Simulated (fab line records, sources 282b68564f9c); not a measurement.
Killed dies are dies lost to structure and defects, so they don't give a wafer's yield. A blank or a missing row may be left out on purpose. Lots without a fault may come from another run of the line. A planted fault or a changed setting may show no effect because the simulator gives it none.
Which tool did it? | flow rit_cmos | 7 lots, 21 wafers sampled, at 2 steps of a route of 202

WHAT THE GAUGES READ, wafer by wafer
RIT_NWELL_OVL_MEAS_06.
lot  | measured    | on         | NWELL_OVL (nm)
L346 | day 2 01:37 | overlay-01 | 3.3 2.0 2.6
L348 | day 2 12:39 | overlay-02 | 1.3 1.1 1.2
L350 | day 2 21:23 | overlay-02 | -0.7 1.9 0.8
L354 | day 3 18:14 | overlay-02 | -301.1 -302.0 -301.0
L359 | day 4 18:40 | overlay-01 | -298.5 -298.5 -297.7
L361 | day 5 05:02 | overlay-01 | -1.1 -0.9 -0.2
L366 | day 6 06:04 | overlay-01 | 0.4 -1.1 1.6

WHICH TOOL RAN EACH LOT (tool, then ch and the chambers of the sampled wafers, then the start)
lot  | RIT_NWELL_EXPOSE_03
L346 | iline_stepper-01 ch 0, day 2 01:14
L348 | iline_stepper-02 ch 0, day 2 12:14
L350 | iline_stepper-01 ch 0, day 2 20:55
L354 | iline_stepper-01 ch 0, day 3 17:45
L359 | iline_stepper-01 ch 0, day 4 18:15
L361 | iline_stepper-02 ch 0, day 5 04:37
L366 | iline_stepper-02 ch 0, day 6 05:40
- RIT_NWELL_EXPOSE_03: exposes mask M2, target cd 43900 nm.

THE ANSWER, worked out from the rows above alone
Rule: what is usual is taken from the lots themselves. Put in order of their means at a reading, lots are off if they are a third of the lots or fewer, leave a main group of 4 or more, and stand apart from it by a gap of 3 or more times the standard deviation of the main group's means; of several such gaps the widest counts. A main group whose means are all the same, to the digits that the tables above print for the reading, isn't used. A lot without any number at a reading at which 4 lots or more have one is off too. The other lots that the step has rows for count as sound.
Off: L354, L359, at RIT_NWELL_OVL_MEAS_06 (NWELL_OVL). The main group: mean 0.8 nm, standard deviation 1.1.
A tool fits if, at a process step before that reading, it ran every lot that is off, and no sound lot after the first of them. The gauges at RIT_NWELL_OVL_MEAS_06 are tried like those tools. One fits: iline_stepper-01 at RIT_NWELL_EXPOSE_03. Its last sound lot is L350 (day 2 20:55), its first lot that is off L354 (day 3 17:45): a fault that began between those two fits.

WHAT THE SIMULATOR HAD PUT IN
Scanner matching overlay: iline_stepper-01, from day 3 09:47 on, at RIT_NWELL_EXPOSE_03. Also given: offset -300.
Lots struck among those shown: L354, L359. The rule above found the same.
